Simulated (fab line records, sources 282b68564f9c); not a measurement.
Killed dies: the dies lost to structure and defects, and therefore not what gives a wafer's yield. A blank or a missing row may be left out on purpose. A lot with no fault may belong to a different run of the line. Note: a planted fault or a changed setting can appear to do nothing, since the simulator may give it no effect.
Comparing a struck lot with a sound one || flow rit-cmos || 26 steps out of a route of 202
Sound: the wafers L257.1, L257.4, L257.5. Wafers L246.3, L246.4, L246.6 were the ones struck. The cause is named last.
Order at every step that has rows: each side's tool, ch and its chambers, its first start. Under that, the readings that differ: sound wafers || struck wafers || difference of the means || sigmas: that difference in standard deviations of wafers without a fault.
alike: readings with means less than 2 such deviations apart, plus words and numbers identical on both sides. not compared: withheld readings, readings lacking a value on some wafer, bounds such as >300 that could conceal the same value, and numbers that have no deviation in the record and whose values overlap.
The two part at a step that has a row with sigmas, a row that says differs or no value, or rows on one side only. Numbers that have no deviation but don't overlap get no sigmas and don't part them. A reading missing from all wafers of one side parts the sides only when that side holds two or more wafers.

first, 2 steps without rows for these wafers: RIT_REOX_CLEAN_02 (cleans in SC2, time 600 s); RIT_REOX_OXIDATION_03 (target thk 25.2 nm, ox time 5580 s).
RIT_REOX_THK_MEAS_04:
  sound on film-metro-04, day 6 19:36; struck on film-metro-02, day 4 14:19
  alike: REOX_OXIDE_THK
then, 6 steps without rows for these wafers: RIT_NLDD_HMDS_00 (prime time 60 s); RIT_NLDD_COAT_01 (resist thk 1000 nm); RIT_NLDD_SOFTBAKE_02 (time 60 s); RIT_NLDD_EXPOSE_03 (exposes mask M7, target cd 40700 nm); RIT_NLDD_PEB_04; RIT_NLDD_DEVELOP_05 (develop time 50 s).
RIT_NLDD_OVL_MEAS_06:
  sound on overlay-01, day 6 20:38; struck on overlay-02, day 4 15:13
  alike: NLDD_OVL
then, 2 steps without rows for these wafers: RIT_NLDD_HARDBAKE_07 (time 60 s); RIT_NLDD_IMPLANT_08.
RIT_NLDD_STRIP_09: strips in O2, time 180 s.
  sound on plasma-asher-03 ch 1, day 6 20:58; struck on plasma-asher-04 ch 0,1, day 4 15:35
  no value came back on the struck wafers for chamber-pressure-mTorr (mTorr), drypump-motor-current-A (A); on the sound wafers chamber-pressure-mTorr (mTorr) reads 4001 4006 3999
{"reading": "model.NOVOLAK_of_NLDD_COAT_01.thk-nm (nm)", "sound": "0 0 0", "struck": "890.6 891.3 889.4", "difference": "+890.4", "sigmas": ""}
  not compared: rf-hours-counter-h
RIT_NLDD_TW_MEAS_10:
  sound on film-metro-04, day 6 21:09; struck on film-metro-03, day 4 15:46
{"reading": "NLDD_TW", "sound": "2465 2472 2474", "struck": "2515 2508 2516", "difference": "+43", "sigmas": "+2"}
then, 6 steps without rows for these wafers: RIT_PLDD_HMDS_00 (prime time 60 s); RIT_PLDD_COAT_01 (resist thk 1000 nm); RIT_PLDD_SOFTBAKE_02 (time 60 s); RIT_PLDD_EXPOSE_03 (exposes mask M8, target cd 40900 nm); RIT_PLDD_PEB_04; RIT_PLDD_DEVELOP_05 (develop time 50 s).
RIT_PLDD_OVL_MEAS_06:
  sound on overlay-02, day 6 22:04; struck on overlay-02, day 4 16:40
  alike: PLDD_OVL
then, 2 steps without rows for these wafers: RIT_PLDD_HARDBAKE_07 (time 60 s); RIT_PLDD_IMPLANT_08.
RIT_PLDD_STRIP_09: strips in O2, time 180 s.
  sound on plasma-asher-02 ch 0,1, day 6 22:24; struck on plasma-asher-03 ch 0,1, day 4 17:03
{"reading": "drypump-motor-current-A (A)", "sound": "6.4 6.4 6.4", "struck": "5.1 5.2 5.1", "difference": -1.3, "sigmas": -3}
  alike: chamber-pressure-mTorr
  not compared: rf-hours-counter-h
RIT_PLDD_TW_MEAS_10:
  sound on film-metro-03, day 6 22:34; struck on film-metro-02, day 4 17:11
{"reading": "PLDD_TW", "sound": "2363 2368 2378", "struck": "30 30 30", "difference": -2340, "sigmas": "-99 or more"}
then, 1 step without rows for these wafers: RIT_SPACER_CLEAN_00 (cleans in SC1, time 600 s).

WHERE THEY PART
Earliest at RIT_NLDD_STRIP_09; latest, in this record, at RIT_PLDD_TW_MEAS_10.

WHY: what had been put in by the simulator
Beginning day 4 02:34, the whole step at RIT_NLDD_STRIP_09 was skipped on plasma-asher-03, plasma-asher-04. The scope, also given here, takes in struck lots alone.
